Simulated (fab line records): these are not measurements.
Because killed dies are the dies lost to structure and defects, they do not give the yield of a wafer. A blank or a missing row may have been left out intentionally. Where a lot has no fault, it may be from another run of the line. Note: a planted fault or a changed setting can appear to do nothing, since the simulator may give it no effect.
fab line records	flow ritCmos
record lots=6	wafers=18	lastDay=7
route steps=202 shown PLDD@116 SPACER@125 NSD@131 PSD@142 SDANNEAL@153 SILICIDE@161 M1@202
lots that met no fault: from a run of the same line without faults
startH: hours from the record's opening day to when the first of the lot's shown wafers began	waitH: hours since the lot's step before	" identical to the entry in the row above	L1.1+2: a single row standing in for several wafers	- either no value or no given start	* or withheld: withheld	< > ~ a bound
route shown NAME@n: NAME is a module with steps in the file, n the number in the route of the first one	usual: average and standard deviation across the fault-free wafers	same: alike in all rows	chamber/n: place in a boat	sites: the reading at each site	_std_site: their standard deviation	_edge_site: outer sites' mean less inner sites'	radiusMm: how far each site lies from the wafer's centre	mask NAME#n: copy n	behind: the last tool/chamber to shape the wafer	hold: reason for holding the lot/hours on hold/outcome of the hold	device: which transistor (n, p or np) failed to switch	end of line: the route-end tests of the same wafers	step lacking rows: just its recipe	killed: dies that structure and defects cost at the first sort, which is not the same as the wafer's yield	map: a wafer's dies, x killed, . not, _ none there
set.NAME: the setting the step ran with; set.NAME@STEP: the setting that earlier step ran with	model.NAME: the simulator's own value behind a step, which no gauge read
a table for each step, a row for each wafer; lots at some steps of the route
services: a tool's chamber out of use, with start hour (startH, from the record's first day; less than 0 if before it), hours out, and reason
## steps
# step RIT_PLDD_SOFTBAKE_02
# recipe resist=NOVOLAK	tempC=90	timeS=60
# step RIT_PLDD_EXPOSE_03
# recipe maskId=M8	na=0.57	targetCdNm=40900	doseMj=250
# step RIT_PLDD_PEB_04
# recipe resist=NOVOLAK	tempC=withheld	timeS=withheld
# step RIT_PLDD_DEVELOP_05
# recipe resist=NOVOLAK	developTimeS=50	devTempC=23
# step RIT_PLDD_OVL_MEAS_06
# usual PLDD_OVL=0.5/1.3
lot.wafer	tool	chamber	startH	waitH	PLDD_OVL[nm]
L945.1	overlay-02	-	42.94	-	-1.0
L945.2	"	-	"	"	0.8
L945.3	"	-	"	"	1.7
L952.1	overlay-01	-	79.78	-	2.6
L952.5	"	-	"	"	1.7
L952.6	"	-	"	"	3.5
L956.2	overlay-02	-	103.61	-	0.1
L956.3	"	-	"	"	-1.0
L956.5	"	-	"	"	-0.1
L964.4	overlay-01	-	140.67	-	0.4
L964.5	"	-	"	"	0.7
L964.6	"	-	"	"	1.4
L966.1	overlay-02	-	150.91	-	0.2
L966.4	"	-	"	"	0.3
L966.5	"	-	"	"	1.0
L967.3	overlay-01	-	157.45	-	1.8
L967.4	"	-	"	"	2.6
L967.6	"	-	"	"	2.1
# step RIT_PLDD_HARDBAKE_07
# recipe resist=NOVOLAK	tempC=140	timeS=60
# step RIT_PLDD_IMPLANT_08
# recipe species=BF2	energyKev=20	doseCm2=9e+14	tiltDeg=7
# step RIT_PLDD_STRIP_09
# recipe chemistry=O2	timeS=180	resist=NOVOLAK	platenTempC=withheld	powerW=500	pressureMtorr=4000	o2FlowSccm=4000
# usual drypumpMotorCurrentA=5.8/0.5
lot.wafer	tool	chamber	startH	waitH	drypumpMotorCurrentA	rfHoursCounterH
L945.1	plasmaAsher-01	1	43.28	0.1	6.3	25
L945.2	"	0	"	"	5.8	25
L945.3	"	0	"	"	5.8	-
L952.1	plasmaAsher-01	0	80.12	0.1	5.8	28
L952.5	"	0	"	"	5.8	-
L952.6	"	1	"	"	6.2	-
L956.2	plasmaAsher-01	1	103.94	0.1	6.2	31
L956.3	"	1	"	"	6.2	-
L956.5	"	1	"	"	6.3	-
L964.4	plasmaAsher-04	0	141.04	0.1	5.4	-
L964.5	"	0	"	"	5.4	-
L964.6	"	1	"	"	5.0	-
L966.1	plasmaAsher-03	1	151.24	0.1	5.3	51
L966.4	"	1	"	"	5.3	-
L966.5	"	1	"	"	5.3	-
L967.3	plasmaAsher-03	1	157.83	0.1	5.3	-
L967.4	"	0	"	"	6.4	-
L967.6	"	0	"	"	6.4	-
# step RIT_PLDD_TW_MEAS_10
# usual PLDD_TW=2339/10
lot.wafer	tool	chamber	startH	waitH	PLDD_TW
L945.1	filmMetro-04	-	43.45	0.1	2337
L945.2	"	-	"	"	2355
L945.3	"	-	"	"	2348
L952.1	filmMetro-03	-	80.29	0.1	2343
L952.5	"	-	"	"	2343
L952.6	"	-	"	"	2332
L956.2	filmMetro-03	-	104.12	0.1	2337
L956.3	"	-	"	"	2343
L956.5	"	-	"	"	2342
L964.4	filmMetro-04	-	141.19	0.1	2334
L964.5	"	-	"	"	2342
L964.6	"	-	"	"	2328
L966.1	filmMetro-03	-	151.42	0.1	2337
L966.4	"	-	"	"	2338
L966.5	"	-	"	"	2354
L967.3	filmMetro-02	-	157.97	0.1	2349
L967.4	"	-	"	"	2340
L967.6	"	-	"	"	2339
# step RIT_SPACER_CLEAN_00
# recipe chemistry=SC1	mix=3:3:50	timeS=600	tempC=75
# step RIT_SPACER_CLEAN_01
# recipe chemistry=dHF	dilution=50:1	timeS=30
# step RIT_SPACER_CLEAN_02
# recipe chemistry=SC2	mix=3:3:50	timeS=600	tempC=75	dry=n2Spin
# step RIT_SPACER_CVD_03
# recipe material=Si3N4	targetThkNm=250	tempC=810	precursor=SiH2Cl2/NH3	timeS=3300	pressureMtorr=300	sih2cl2FlowSccm=60	nh3FlowSccm=150
# usual nh3FlowSccm=150.0/0.47	pressureMtorr=300.2/0.6	spikeTcSourceC=834.2/3	zonePowerLoadPct=21/3.1
lot.wafer	tool	chamber	startH	waitH	nh3FlowSccm	pressureMtorr	spikeTcSourceC	zonePowerLoadPct	model.Si3N4_of_SPACER_CVD_03.thkNm
L945.1	lpcvd-02	0	43.91	0.0	149.6	300.2	838.4	18	247.2
L945.2	"	0	"	"	149.7	300.0	839.7	18	245.9
L945.3	"	0	"	"	149.3	300.8	839.9	18	248.8
L952.1	lpcvd-01	1	80.74	0.0	149.4	300.7	834.9	23	248.6
L952.5	"	1	"	"	149.9	300.0	835.4	23	252.8
L952.6	"	1	"	"	149.8	299.6	835.4	23	249.8
L956.2	lpcvd-01	0	104.72	0.0	150.7	300.8	832.0	17	250.1
L956.3	"	0	"	"	150.8	300.7	831.3	17	249.7
L956.5	"	0	"	"	149.6	300.4	832.1	17	250.3
L964.4	lpcvd-02	1	141.59	0.0	150.1	150.7	832.9	25	204.1
L964.5	"	1	"	"	149.2	151.1	833.2	24	203.7
L964.6	"	1	"	"	149.3	150.5	833.5	24	203.2
L966.1	lpcvd-02	1	151.86	0.0	150.5	149.9	833.6	24	205.1
L966.4	"	1	"	"	150.4	151.4	832.7	24	203.2
L966.5	"	1	"	"	150.0	149.0	833.5	24	206.4
L967.3	lpcvd-01	1	158.40	0.0	149.7	300.0	833.9	23	254.9
L967.4	"	1	"	"	149.9	300.8	833.6	23	252.1
L967.6	"	1	"	"	149.6	300.8	832.8	23	252
# step RIT_SPACER_THK_MEAS_04
# recipe reads=Si3N4_of_SPACER_CVD_03
# usual SPACER_NITRIDE_THK=249.9/2.2
lot.wafer	tool	chamber	startH	waitH	SPACER_NITRIDE_THK[nm]
L945.1	filmMetro-03	-	45.83	0.0	247.2
L945.2	"	-	"	"	246.0
L945.3	"	-	"	"	248.7
L952.1	filmMetro-04	-	82.65	0.0	248.6
L952.5	"	-	"	"	252.8
L952.6	"	-	"	"	249.8
L956.2	filmMetro-01	-	106.64	0.0	250.1
L956.3	"	-	"	"	249.6
L956.5	"	-	"	"	250.2
L964.4	filmMetro-01	-	143.54	0.0	204.2
L964.5	"	-	"	"	203.6
L964.6	"	-	"	"	203.3
L966.1	filmMetro-04	-	153.78	0.0	205.2
L966.4	"	-	"	"	203.3
L966.5	"	-	"	"	206.5
L967.3	filmMetro-04	-	160.34	0.0	254.7
L967.4	"	-	"	"	252.1
L967.6	"	-	"	"	252.1
# step RIT_SPACER_ETCHBACK_05
# recipe targetDepthA=2500	SF6_flow_sccm=30	CHF3_flow_sccm=30	target=Si3N4	chemistry=SF6/CHF3	pressureMtorr=40	rfW=250	timeS=240	stopOn=SiO2
# usual drypumpMotorCurrentA=5.7/0.42	oesProductAu=0.840/0.013	throttleValvePct=10.31/0.18
lot.wafer	tool	chamber	startH	waitH	drypumpMotorCurrentA	oesProductAu	rfHoursCounterH	throttleValvePct	model.etch.depthNm
L945.1	rieDiel-01	3	45.89	0.1	5.4	0.853	131	10.03	247.2
L945.2	"	0	"	"	5.3	0.839	3	10.23	245.9
L945.3	"	2	"	"	5.5	0.830	22	10.53	248.8
L952.1	rieDiel-04	1	82.71	0.1	6.7	0.842	6	10.31	248.6
L952.5	"	0	"	"	5.8	0.848	-	10.47	252.8
L952.6	"	3	"	"	6.1	0.847	-	10.13	249.8
L956.2	rieDiel-01	1	106.69	0.0	6.3	0.828	48	10.35	250.1
L956.3	"	0	"	"	5.3	0.854	4	10.26	249.7
L956.5	"	1	"	"	6.3	0.838	-	10.36	250.3
L964.4	rieDiel-03	1	143.57	0.0	5.6	0.723	0	10.22	204.1
L964.5	"	3	"	"	5.5	0.724	-	10.46	203.7
L964.6	"	2	"	"	6.1	0.718	-	10.07	203.2
L966.1	rieDiel-01	0	153.84	0.1	5.3	0.747	5	10.21	205.1
L966.4	"	2	"	"	5.5	0.726	24	10.50	203.2
L966.5	"	3	"	"	5.4	0.749	-	10.01	206.4
L967.3	rieDiel-04	3	160.38	0.0	6.1	0.866	29	10.14	254.9
L967.4	"	2	"	"	5.5	0.856	2	10.08	252.1
L967.6	"	3	"	"	6.1	0.840	-	10.14	252
# step RIT_NSD_HMDS_00
# recipe primeTimeS=60	primeTempC=140
# step RIT_NSD_COAT_01
# recipe resist=NOVOLAK	spinRpm=3250	resistThkNm=1000
# step RIT_NSD_SOFTBAKE_02
# recipe resist=NOVOLAK	tempC=90	timeS=60
# step RIT_NSD_EXPOSE_03
# recipe maskId=M9	na=0.57	targetCdNm=40700	doseMj=250
# step RIT_NSD_PEB_04
# recipe resist=NOVOLAK	tempC=withheld	timeS=withheld
# step RIT_NSD_DEVELOP_05
# recipe resist=NOVOLAK	developTimeS=50	devTempC=23
# step RIT_NSD_OVL_MEAS_06
# usual NSD_OVL=-0.8/1.5
lot.wafer	tool	chamber	startH	waitH	NSD_OVL[nm]
L945.1	overlay-01	-	47.01	-	-2.7
L945.2	"	-	"	"	-2.0
L945.3	"	-	"	"	0.4
L952.1	overlay-01	-	83.84	-	-2.3
L952.5	"	-	"	"	-0.3
L952.6	"	-	"	"	-0.7
L956.2	overlay-01	-	107.82	-	-4.6
L956.3	"	-	"	"	-4.1
L956.5	"	-	"	"	-2.7
L964.4	overlay-02	-	144.88	-	0.3
L964.5	"	-	"	"	-1.4
L964.6	"	-	"	"	-0.4
L966.1	overlay-01	-	154.96	-	-1.6
L966.4	"	-	"	"	-2.2
L966.5	"	-	"	"	-2.5
L967.3	overlay-02	-	161.39	-	0.8
L967.4	"	-	"	"	0.9
L967.6	"	-	"	"	-0.6
# step RIT_NSD_HARDBAKE_07
# recipe resist=NOVOLAK	tempC=140	timeS=60
# step RIT_NSD_IMPLANT_08
# recipe species=P	energyKev=25	doseCm2=1e+15	tiltDeg=7
# step RIT_NSD_STRIP_09
# recipe chemistry=O2	timeS=180	resist=NOVOLAK	platenTempC=withheld	powerW=500	pressureMtorr=4000	o2FlowSccm=4000
# usual drypumpMotorCurrentA=5.9/0.57
lot.wafer	tool	chamber	startH	waitH	drypumpMotorCurrentA	rfHoursCounterH
L945.1	plasmaAsher-04	1	47.35	0.1	5.1	40
L945.2	"	0	"	"	5.4	40
L945.3	"	1	"	"	5.0	-
L952.1	plasmaAsher-03	1	84.18	0.1	5.3	44
L952.5	"	1	"	"	5.3	-
L952.6	"	0	"	"	6.4	-
L956.2	plasmaAsher-04	0	108.15	0.1	5.4	46
L956.3	"	1	"	"	5.1	-
L956.5	"	0	"	"	5.4	-
L964.4	plasmaAsher-03	0	145.26	0.1	6.4	-
L964.5	"	0	"	"	6.4	-
L964.6	"	1	"	"	5.3	-
L966.1	plasmaAsher-02	1	155.45	0.1	5.8	51
L966.4	"	0	"	"	6.6	-
L966.5	"	0	"	"	6.6	-
L967.3	plasmaAsher-03	1	161.78	0.1	5.3	-
L967.4	"	0	"	"	6.4	-
L967.6	"	0	"	"	6.4	-
# step RIT_NSD_TW_MEAS_10
# usual NSD_TW=3110/14
lot.wafer	tool	chamber	startH	waitH	NSD_TW
L945.1	filmMetro-04	-	47.52	0.1	3123
L945.2	"	-	"	"	3138
L945.3	"	-	"	"	3127
L952.1	filmMetro-04	-	84.35	0.1	3095
L952.5	"	-	"	"	3108
L952.6	"	-	"	"	3113
L956.2	filmMetro-03	-	108.34	0.1	3111
L956.3	"	-	"	"	3112
L956.5	"	-	"	"	3104
L964.4	filmMetro-04	-	145.41	0.1	3094
L964.5	"	-	"	"	3083
L964.6	"	-	"	"	3074
L966.1	filmMetro-03	-	155.62	0.1	3096
L966.4	"	-	"	"	3106
L966.5	"	-	"	"	3114
L967.3	filmMetro-02	-	161.91	0.1	3115
L967.4	"	-	"	"	3120
L967.6	"	-	"	"	3123
# step RIT_PSD_HMDS_00
# recipe primeTimeS=60	primeTempC=140
# step RIT_PSD_COAT_01
# recipe resist=NOVOLAK	spinRpm=3250	resistThkNm=1000
# step RIT_PSD_SOFTBAKE_02
# recipe resist=NOVOLAK	tempC=90	timeS=60
# step RIT_PSD_EXPOSE_03
# recipe maskId=M10	na=0.57	targetCdNm=40900	doseMj=250
# step RIT_PSD_PEB_04
# recipe resist=NOVOLAK	tempC=withheld	timeS=withheld
# step RIT_PSD_DEVELOP_05
# recipe resist=NOVOLAK	developTimeS=50	devTempC=23
# step RIT_PSD_OVL_MEAS_06
# usual PSD_OVL=-0.6/1.3
lot.wafer	tool	chamber	startH	waitH	PSD_OVL[nm]
L945.1	overlay-02	-	48.43	-	-2.0
L945.2	"	-	"	"	-3.0
L945.3	"	-	"	"	-2.9
L952.1	overlay-02	-	85.42	-	-0.6
L952.5	"	-	"	"	-1.3
L952.6	"	-	"	"	0.2
L956.2	overlay-02	-	109.28	-	0.0
L956.3	"	-	"	"	-0.8
L956.5	"	-	"	"	1.1
L964.4	overlay-01	-	146.31	-	-0.6
L964.5	"	-	"	"	-1.8
L964.6	"	-	"	"	-1.9
L966.1	overlay-02	-	156.59	-	-2.9
L966.4	"	-	"	"	-1.7
L966.5	"	-	"	"	-1.1
L967.3	overlay-01	-	163.13	-	0.6
L967.4	"	-	"	"	-0.3
L967.6	"	-	"	"	-0.1
# step RIT_PSD_HARDBAKE_07
# recipe resist=NOVOLAK	tempC=140	timeS=60
# step RIT_PSD_IMPLANT_08
# recipe species=BF2	energyKev=27	doseCm2=5e+15	tiltDeg=7
# step RIT_PSD_STRIP_09
# recipe chemistry=O2	timeS=180	resist=NOVOLAK	platenTempC=withheld	powerW=500	pressureMtorr=4000	o2FlowSccm=4000
# usual drypumpMotorCurrentA=6.0/0.48
lot.wafer	tool	chamber	startH	waitH	drypumpMotorCurrentA	rfHoursCounterH
L945.1	plasmaAsher-03	0	48.77	0.1	6.3	41
L945.2	"	1	"	"	5.3	41
L945.3	"	1	"	"	5.2	-
L952.1	plasmaAsher-03	0	85.76	0.1	6.4	44
L952.5	"	0	"	"	6.4	-
L952.6	"	1	"	"	5.3	-
L956.2	plasmaAsher-02	1	109.61	0.1	5.7	46
L956.3	"	1	"	"	5.7	-
L956.5	"	1	"	"	5.7	-
L964.4	plasmaAsher-03	1	146.69	0.1	5.3	-
L964.5	"	0	"	"	6.4	-
L964.6	"	1	"	"	5.3	-
L966.1	plasmaAsher-01	0	156.92	0.1	5.8	37
L966.4	"	0	"	"	5.8	-
L966.5	"	0	"	"	5.8	-
L967.3	plasmaAsher-02	1	163.52	0.1	5.7	-
L967.4	"	0	"	"	6.6	-
L967.6	"	0	"	"	6.6	-
# step RIT_PSD_TW_MEAS_10
# usual PSD_TW=3412/14
lot.wafer	tool	chamber	startH	waitH	PSD_TW
L945.1	filmMetro-02	-	48.94	0.1	3405
L945.2	"	-	"	"	3367
L945.3	"	-	"	"	3389
L952.1	filmMetro-04	-	85.93	0.1	3414
L952.5	"	-	"	"	3412
L952.6	"	-	"	"	3417
L956.2	filmMetro-04	-	109.79	0.1	3392
L956.3	"	-	"	"	3403
L956.5	"	-	"	"	3412
L964.4	filmMetro-04	-	146.83	0.1	3407
L964.5	"	-	"	"	3408
L964.6	"	-	"	"	3389
L966.1	filmMetro-04	-	157.10	0.1	3398
L966.4	"	-	"	"	3395
L966.5	"	-	"	"	3392
L967.3	filmMetro-04	-	163.65	0.1	3387
L967.4	"	-	"	"	3384
L967.6	"	-	"	"	3387
# step RIT_SDANNEAL_CLEAN_00
# recipe chemistry=SC1	mix=3:3:50	timeS=600	tempC=75
# step RIT_SDANNEAL_CLEAN_01
# recipe chemistry=dHF	dilution=50:1	timeS=30
# step RIT_SDANNEAL_CLEAN_02
# recipe chemistry=SC2	mix=3:3:50	timeS=600	tempC=75	dry=n2Spin
# step RIT_SDANNEAL_RTA_03
# recipe tempC=1050	timeS=5	idleTempC=600	rampUpCPerS=342	rampDownCPerS=171	coolToC=600	ambient=N2
# usual wafer_temp_C_max=1053.6/1.1
lot.wafer	tool	chamber	startH	waitH	wafer_temp_C_max
L945.1	rtpAnneal-01	0	49.55	0.0	1055.0
L945.2	"	0	"	"	1053.4
L945.3	"	0	"	"	1058.0
L952.1	rtpAnneal-02	0	86.39	0.0	1053.3
L952.5	"	0	"	"	1052.1
L952.6	"	0	"	"	1053.5
L956.2	rtpAnneal-02	0	110.22	0.0	1053.3
L956.3	"	0	"	"	1053.6
L956.5	"	0	"	"	1054.6
L964.4	rtpAnneal-02	0	147.26	0.0	1053.1
L964.5	"	0	"	"	1053.4
L964.6	"	0	"	"	1055.0
L966.1	rtpAnneal-02	0	157.56	0.0	1053.4
L966.4	"	0	"	"	1051.8
L966.5	"	0	"	"	1054.1
L967.3	rtpAnneal-01	0	164.08	0.0	1053.0
L967.4	"	0	"	"	1054.6
L967.6	"	0	"	"	1055.7
# step RIT_SDANNEAL_RS_MEAS_04
# recipe thkMeasGauge=four-point-probe
# usual PSD_RS=115.8/0.34
lot.wafer	tool	chamber	startH	waitH	PSD_RS[ohm/sq]
L945.1	filmMetro-04	-	49.66	0.1	115.9
L945.2	"	-	"	"	115.9
L945.3	"	-	"	"	116.2
L952.1	filmMetro-03	-	86.51	0.1	115.8
L952.5	"	-	"	"	115.4
L952.6	"	-	"	"	115.6
L956.2	filmMetro-04	-	110.29	0.1	115.8
L956.3	"	-	"	"	116.2
L956.5	"	-	"	"	115.8
L964.4	filmMetro-03	-	147.35	0.1	115.3
L964.5	"	-	"	"	115.4
L964.6	"	-	"	"	115.3
L966.1	filmMetro-04	-	157.61	0.0	115.9
L966.4	"	-	"	"	116.3
L966.5	"	-	"	"	116.2
L967.3	filmMetro-02	-	164.16	0.1	116.0
L967.4	"	-	"	"	116.1
L967.6	"	-	"	"	115.7
# step RIT_SILICIDE_WET_ETCH_00
# recipe chemistry=BOE	target=SiO2	targetDepthNm=14	timeS=15	dry=n2Spin	dilution=10:1	tempC=21.5
# usual bathHeatDutyPct=1.8/0.39
lot.wafer	tool	chamber	startH	waitH	bathHeatDutyPct	model.Si3N4_of_SPACER_CVD_03.thkNm
L945.1	wetBench-03	3	50.14	0.1	2.3	192.4
L945.2	"	3	"	"	2.2	191.2
L945.3	"	3	"	"	1.6	193.3
L952.1	wetBench-03	3	86.99	0.1	1.9	192.8
L952.5	"	3	"	"	2.1	196.4
L952.6	"	3	"	"	1.7	195.2
L956.2	wetBench-03	0	110.75	0.1	2.0	195.8
L956.3	"	0	"	"	1.8	194.6
L956.5	"	0	"	"	1.5	195.1
L964.4	wetBench-02	3	147.77	0.0	1.8	159.4
L964.5	"	3	"	"	1.7	158.6
L964.6	"	3	"	"	2.1	158.5
L966.1	wetBench-02	3	158.09	0.1	1.6	159.7
L966.4	"	3	"	"	1.9	158.6
L966.5	"	3	"	"	1.7	160.7
L967.3	wetBench-03	2	164.60	0.1	2.2	199.1
L967.4	"	2	"	"	1.6	196.7
L967.6	"	2	"	"	1.1	197
# step RIT_M1_PROBE_99
# usual killedAtContacts=0.1/0.24	killedAtFrontEnd=7.1/3	killedDies=7.2/3	killedOpen=3.7/2	killedShort=3.5/2
# same grossDies=264	killed_at_M0_to_M3=0	killed_at_M4_up=0	killedAtBackSide=0	killedAtOther=0
lot.wafer	tool	chamber	startH	waitH	killedAtContacts	killedAtFrontEnd	killedDies	killedOpen	killedShort	model.etest.pmosTurned.rOnOhmUm	model.etest.pmos_0p15.rOnOhmUm	model.etest.pmos_0p3.rOnOhmUm	model.etest.nmos_0p15.rOnOhmUm	model.etest.nmos_0p3.rOnOhmUm	model.etest.nplusSal.widthNm	model.etest.pplusSal.widthNm	model.etest.pwellPinched.rsOhmSq
L945.1	prober-01	-	57.80	0.1	0	7	7	2	5	3494	2817	6172	1148	2127	3448	3475	466.5
L945.2	prober-01	-	57.85	0.1	0	8	8	6	2	3549	2835	6115	1156	2115	3451	3455	464.4
L945.3	prober-01	-	57.90	0.2	0	16	16	9	7	3588	2869	6254	1166	2144	3447	3437	465.3
L952.1	prober-02	-	94.84	0.1	0	5	5	4	1	3373	2697	6223	1089	2131	3457	3444	466.4
L952.5	prober-02	-	95.04	0.2	0	5	5	1	4	3344	2686	6262	1070	2118	3441	3437	463.1
L952.6	prober-02	-	95.09	0.2	0	5	5	1	4	3458	2750	6302	1082	2127	3427	3437	458.2
L956.2	prober-02	-	118.72	0.1	0	6	6	1	5	3689	2969	6456	1147	2172	3451	3442	445.2
L956.3	prober-02	-	118.77	0.2	0	4	4	0	4	3527	2800	6307	1120	2145	3452	3458	453.1
L956.5	prober-02	-	118.87	0.2	0	12	12	6	6	3583	2866	6479	1128	2168	3467	3458	448.1
L964.4	prober-02	-	155.33	0.2	0	10	10	7	3	3611	2947	6383	1323	2277	3538	3544	498.9
L964.5	prober-02	-	155.38	0.2	0	7	7	4	3	-	-	-	-	-	-	-	-
L964.6	prober-02	-	155.43	0.2	0	8	8	4	4	3643	3002	6531	1337	2326	3523	3517	490.5
L966.1	prober-02	-	165.45	0.1	0	3	3	0	3	3584	2965	6455	1310	2292	3550	3535	487.2
L966.4	prober-02	-	165.60	0.2	0	10	10	5	5	3621	2951	6463	1303	2285	3525	3528	488.8
L966.5	prober-02	-	165.65	0.2	0	9	9	2	7	3651	3005	6524	1318	2304	3513	3518	487.1
L967.3	prober-01	-	171.65	0.2	0	3	3	1	2	3412	2715	6310	1130	2165	3414	3416	455.4
L967.4	prober-01	-	171.70	0.2	1	4	5	4	1	3532	2822	6461	1164	2226	3432	3432	453.1
L967.6	prober-01	-	171.80	0.2	0	6	6	4	2	3530	2805	6423	1147	2219	3427	3428	457.9
# killed by level:class
L945.1 SPACER:geometricParticle:short=3 FOX1:geometricParticle:open=1 FOX2:geometricParticle:short=1 GATE:geometricParticle:short=1 SILICIDE:geometricParticle:open=1
L945.2 GATE:geometricParticle:open=5 FOX1:geometricParticle:short=1 FOX1:geometricParticle:open=1 SPACER:geometricParticle:short=1
L945.3 SILICIDE:geometricParticle:open=4 FOX2:geometricParticle:short=3 GATE:geometricParticle:open=3 FOX1:geometricParticle:short=2 GATE:geometricParticle:short=2 FOX1:geometricParticle:open=1 FOX2:geometricParticle:open=1
L952.1 FOX1:geometricParticle:open=1 FOX1:geometricParticle:short=1 REOX:geometricParticle:open=1 SPACER:geometricParticle:open=1 SILICIDE:geometricParticle:open=1
L952.5 FOX1:geometricParticle:open=1 FOX2:geometricParticle:short=1 GATE:geometricParticle:short=1 REOX:geometricParticle:short=1 SPACER:geometricParticle:short=1
L952.6 ACTIVE:geometricParticle:short=1 FOX2:geometricParticle:short=1 FOX2:geometricParticle:open=1 GATE:geometricParticle:short=1 SILICIDE:geometricParticle:short=1
L956.2 REOX:geometricParticle:short=2 FOX1:geometricParticle:short=1 FOX2:geometricParticle:short=1 REOX:geometricParticle:open=1 SPACER:geometricParticle:short=1
L956.3 SILICIDE:geometricParticle:short=2 GATE:geometricParticle:short=1 SPACER:geometricParticle:short=1
L956.5 GATE:geometricParticle:open=3 GATE:geometricParticle:short=3 FOX1:geometricParticle:open=1 FOX2:geometricParticle:short=1 REOX:geometricParticle:short=1 REOX:geometricParticle:open=1 SPACER:geometricParticle:open=1 SPACER:geometricParticle:short=1
L964.4 GATE:geometricParticle:open=5 GATE:geometricParticle:short=2 REOX:geometricParticle:open=1 SILICIDE:geometricParticle:short=1 SILICIDE:geometricParticle:open=1
L964.5 GATE:geometricParticle:open=3 FOX2:geometricParticle:short=1 REOX:geometricParticle:short=1 REOX:geometricParticle:open=1 SILICIDE:geometricParticle:short=1
L964.6 GATE:geometricParticle:short=3 GATE:geometricParticle:open=2 REOX:geometricParticle:open=1 REOX:geometricParticle:short=1 SILICIDE:geometricParticle:open=1
L966.1 REOX:geometricParticle:short=2 FOX1:geometricParticle:short=1
L966.4 FOX1:geometricParticle:open=2 FOX1:geometricParticle:short=2 GATE:geometricParticle:open=2 REOX:geometricParticle:short=2 FOX2:geometricParticle:open=1 SILICIDE:geometricParticle:short=1
L966.5 GATE:geometricParticle:short=3 REOX:geometricParticle:open=2 FOX1:geometricParticle:short=1 FOX2:geometricParticle:short=1 REOX:geometricParticle:short=1 SPACER:geometricParticle:short=1
L967.3 FOX2:geometricParticle:open=1 GATE:geometricParticle:short=1 SPACER:geometricParticle:short=1
L967.4 GATE:geometricParticle:open=2 FOX1:geometricParticle:open=1 SILICIDE:geometricParticle:open=1 CONTACT:geometricParticle:short=1
L967.6 GATE:geometricParticle:open=2 FOX1:geometricParticle:open=1 GATE:geometricParticle:short=1 REOX:geometricParticle:short=1 SPACER:geometricParticle:open=1
## services
tool	chamber	startH	hours	kind
rieDiel-04	0	19.34	8.1	repair
plasmaAsher-03	-	20.85	0.4	repair
rieDiel-04	2	22.64	19.4	repair
lpcvd-01	-	25.05	6.1	pm
plasmaAsher-02	-	34.92	0.8	repair
lpcvd-01	-	56.69	6.0	pm
rieDiel-01	-	64.93	14.6	pm
plasmaAsher-03	-	66.92	2.8	pm
rieDiel-04	2	82.42	-	clean
rieDiel-04	2	82.42	12.5	scheduledDown
rieDiel-04	2	82.42	12.5	ventCycle
rieDiel-03	2	89.44	15.4	repair
rieDiel-03	1	104.86	-	clean
rieDiel-03	1	104.86	14.5	scheduledDown
rieDiel-03	1	104.86	14.5	ventCycle
plasmaAsher-04	-	108.75	9.0	pm
plasmaAsher-04	0	108.75	9.0	ventCycle
plasmaAsher-04	1	108.75	9.0	ventCycle
lpcvd-02	-	116.41	6.0	pm
plasmaAsher-04	0	117.75	-	clean
plasmaAsher-04	1	117.75	-	clean
plasmaAsher-04	-	135.51	1.5	repair
rieDiel-04	-	144.67	1.0	repair
rieDiel-03	-	151.04	14.6	pm
## key
firstSign step=RIT_SPACER_CVD_03	reading=pressureMtorr	direction=down	sigmas=99+	usual=300.2	struck=150.4
effect step=RIT_SPACER_THK_MEAS_04	reading=SPACER_NITRIDE_THK	direction=down	sigmas=21	usual=249.9	struck=204.3
effect step=RIT_SPACER_ETCHBACK_05	reading=oesProductAu	direction=down	sigmas=8.2	usual=0.840	struck=0.731
modelEffect step=RIT_SPACER_CVD_03	value=Si3N4_of_SPACER_CVD_03.thkNm	without=251.2	struck=204.3
modelEffect step=RIT_SPACER_ETCHBACK_05	value=etch.depthNm	without=251.2	struck=204.3
modelEffect step=RIT_SILICIDE_WET_ETCH_00	value=Si3N4_of_SPACER_CVD_03.thkNm	without=196.1	struck=159.3
modelEffect step=RIT_M1_PROBE_99	value=etest.pmosTurned.rOnOhmUm	without=3302	struck=3622
metAt RIT_SPACER_CVD_03
struckWafers L964.4,L964.5,L964.6,L966.1,L966.4,L966.5
testerLeftOut L964,L966
fault kind=processParameterDrift	tool=lpcvd-02	chamber=1	onsetH=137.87	steps=RIT_SPACER_CVD_03	channel=pressureMtorr	offset=-150	shape=step	endH=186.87	actsIn=theseRecipesOnly	stated=300
# testerLeftOut: of these lots the tester's yield and bins aren't shown, on N5 and GAA mostly nor the transistor test; their killed dies are dies lost to structure and defects alone, not to doping, threshold or leakage, so they don't give the yield
